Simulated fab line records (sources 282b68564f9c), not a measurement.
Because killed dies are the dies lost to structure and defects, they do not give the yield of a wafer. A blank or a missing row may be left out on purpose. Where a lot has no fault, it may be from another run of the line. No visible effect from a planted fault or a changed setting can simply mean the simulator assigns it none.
Which tool is to blame? | flow rit-cmos | 14 lots, 42 wafers sampled, at 5 steps of a route of 202

## WHAT THE GAUGES SHOWED, per wafer
RIT_NWELL_OVL_MEAS_06.
lot  | measured    | on         | NWELL_OVL (nm)
L406 | day 1 22:02 | overlay-01 | 0.9 0.4 1.9
L407 | day 2 03:07 | overlay-01 | 0.5 1.0 1.0
L408 | day 2 07:49 | overlay-01 | -0.3 -0.7 1.0
L409 | day 2 12:49 | overlay-01 | 2.6 2.1 1.5
L410 | day 2 18:08 | overlay-01 | -1.3 1.6 0.7
L411 | day 2 23:28 | overlay-01 | 2.2 -0.1 0.1
L419 | day 4 15:52 | overlay-01 | 0.6 2.3 1.4
L421 | day 5 01:56 | overlay-01 | -0.9 -0.6 -1.7
L423 | day 5 10:45 | overlay-01 | -0.4 0.9 0.9
L424 | day 5 16:54 | overlay-01 | -0.7 -0.2 0.0
L425 | day 5 21:01 | overlay-01 | 0.1 -0.5 0.0
L426 | day 6 01:05 | overlay-02 | -1.4 0.4 0.1
L428 | day 6 12:34 | overlay-01 | -0.9 -1.0 -1.1
L429 | day 6 16:36 | overlay-02 | -0.7 -1.5 0.2

RIT_PRETRO_TW_MEAS_10.
lot  | measured    | on            | PRETRO_TW
L406 | day 2 09:13 | film-metro-04 | 467 471 469
L407 | day 2 14:32 | film-metro-02 | 472 475 471
L408 | day 2 20:14 | film-metro-03 | 472 474 470
L409 | day 3 00:31 | film-metro-04 | 467 468 469
L410 | day 3 05:43 | film-metro-02 | 472 468 472
L411 | day 3 11:05 | film-metro-02 | 470 474 473
L419 | day 5 03:28 | film-metro-04 | 566 568 566
L421 | day 5 13:47 | film-metro-02 | 575 578 576
L423 | day 5 21:54 | film-metro-04 | 465 465 466
L424 | day 6 03:48 | film-metro-03 | 474 475 476
L425 | day 6 08:09 | film-metro-03 | 475 473 473
L426 | day 6 12:15 | film-metro-04 | 468 467 469
L428 | day 6 23:20 | film-metro-04 | 468 468 468
L429 | day 7 04:33 | film-metro-04 | 468 463 464

RIT_GATE_THK_MEAS_09.
lot  | measured    | on            | GATE_POLY_THK (nm)
L406 | day 2 18:17 | film-metro-04 | 250 249 249
L407 | day 2 23:14 | film-metro-01 | 252 250 252
L408 | day 3 00:51 | film-metro-03 | 256 253 255
L409 | day 3 07:04 | film-metro-04 | 250 251 251
L410 | day 3 14:05 | film-metro-04 | 249 248 249
L411 | day 3 17:16 | film-metro-04 | 254 253 251
L419 | day 5 07:24 | film-metro-03 | 246 249 246
L421 | day 5 19:58 | film-metro-04 | 245 245 246
L423 | day 6 02:08 | film-metro-01 | 246 244 248
L424 | day 6 11:26 | film-metro-01 | 250 250 250
L425 | day 6 12:56 | film-metro-03 | 245 245 247
L426 | day 6 16:37 | film-metro-04 | 248 248 246
L428 | day 7 02:52 | film-metro-04 | 257 256 257
L429 | day 7 12:07 | film-metro-03 | 251 251 251

RIT_SDANNEAL_RS_MEAS_07: measurement is done with a four-point probe.
lot  | measured    | on            | NLDD_RS (ohm/sq)
L406 | day 3 08:04 | film-metro-03 | 151.0 151.2 151.1
L407 | day 3 14:08 | film-metro-01 | 151.6 152.0 151.3
L408 | day 3 17:26 | film-metro-02 | 152.7 152.5 153.1
L409 | day 3 23:40 | film-metro-02 | 152.0 152.1 152.3
L410 | day 4 04:13 | film-metro-02 | 151.9 151.8 151.5
L411 | day 4 09:01 | film-metro-01 | 151.3 151.6 151.0
L419 | day 5 22:55 | film-metro-01 | 152.4 152.4 152.0
L421 | day 6 10:58 | film-metro-01 | 150.9 151.2 151.1
L423 | day 6 17:43 | film-metro-03 | 151.4 151.2 151.4
L424 | day 7 01:52 | film-metro-01 | 151.2 151.3 151.6
L425 | day 7 03:57 | film-metro-01 | 151.4 150.6 151.1
L426 | day 7 07:38 | film-metro-01 | 152.1 151.7 151.8
L428 | day 7 18:57 | film-metro-01 | 151.5 152.4 151.6
L429 | day 8 02:02 | film-metro-01 | 151.9 152.4 152.0

## TOOL THAT RAN EACH LOT (tool first, then ch and the chambers of the sampled wafers, then the start)
lot  | RIT_PRETRO_IMPLANT_08
L406 | implanter-01 ch 0, day 2 08:56
L407 | implanter-01 ch 0, day 2 14:15
L408 | implanter-01 ch 0, day 2 19:56
L409 | implanter-01 ch 0, day 3 00:13
L410 | implanter-01 ch 0, day 3 05:23
L411 | implanter-03 ch 0, day 3 10:45
L419 | implanter-03 ch 0, day 5 03:09
L421 | implanter-03 ch 0, day 5 13:28
L423 | implanter-01 ch 0, day 5 21:35
L424 | implanter-02 ch 0, day 6 03:30
L425 | implanter-01 ch 0, day 6 07:49
L426 | implanter-02 ch 0, day 6 11:56
L428 | implanter-01 ch 0, day 6 23:01
L429 | implanter-01 ch 0, day 7 04:14
- RIT_PRETRO_IMPLANT_08

## WHAT THE TOOLS THEMSELVES READ (means of the sampled wafers that have a number; where no wafer has one, the mark that the record gives instead)
RIT_PRETRO_IMPLANT_08.
lot  | tool         | dose-ions-cm2 | faraday-current-uA
L406 | implanter-01 | 1.2e+13       | 37.9
L407 | implanter-01 | 1.2e+13       | 38.0
L408 | implanter-01 | 1.2e+13       | 37.8
L409 | implanter-01 | 1.2e+13       | 37.8
L410 | implanter-01 | 1.2e+13       | 38.5
L411 | implanter-03 | 1.2e+13       | 38.8
L419 | implanter-03 | 2.3e+13       | 71.0
L421 | implanter-03 | 2.2e+13       | 70.9
L423 | implanter-01 | 1.2e+13       | 37.8
L424 | implanter-02 | 1.2e+13       | 37.4
L425 | implanter-01 | 1.2e+13       | 38.8
L426 | implanter-02 | 1.2e+13       | 37.3
L428 | implanter-01 | 1.2e+13       | 37.8
L429 | implanter-01 | 1.2e+13       | 39.0

## THE ANSWER, worked out from the rows above alone
Rule: the lots themselves supply what counts as usual. The widest of any qualifying gaps counts: lots, ordered by their means at a reading, are off when they make up no more than a third of the lots, leave a main group of 4 or more, and stand apart from it by 3 or more times the standard deviation of that group's means. A main group whose means are all the same, to the digits that the tables above print for the reading, isn't used. Also off: a lot with no number at a reading for which 4 or more lots have one. The other lots that the step has rows for count as sound. First the gauges in route order, then the tools' own readings, where a lot's mean is used as printed above. The first step at which some lot is off is used, and at that step the reading that is off furthest; a lot without a number counts as furthest.
Off: L419, L421, at RIT_PRETRO_TW_MEAS_10 (PRETRO_TW). For the main group the mean is 470 and the standard deviation 3.1.
A tool fits if, at a process step before that reading, it ran every lot that is off, and no sound lot after the first of them. The gauges at RIT_PRETRO_TW_MEAS_10 aren't tried: what is off there is off at RIT_PRETRO_IMPLANT_08 too, on other tools, and a gauge's error can't cause that. One candidate fits, namely implanter-03 at RIT_PRETRO_IMPLANT_08. Its last sound lot is L411 (day 3 10:45), its first lot that is off L419 (day 5 03:09): a fault that began between those two fits.
The tool's own readings at RIT_PRETRO_IMPLANT_08 bear it out: on the lots that are off they differ by more than 5 times the standard deviation of the sound lots' means. dose-ions-cm2 reads 2.2e+13 there against 1.2e+13 on the sound lots; faraday-current-uA reads 71.0 there against 38.1 on the sound lots.

## WHAT WAS PUT IN BY THE SIMULATOR
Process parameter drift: implanter-03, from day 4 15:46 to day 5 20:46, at RIT_PRETRO_IMPLANT_08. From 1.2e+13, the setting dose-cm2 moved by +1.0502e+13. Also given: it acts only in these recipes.
Shown lots that were struck: L419, L421. The rule above reached the same finding.
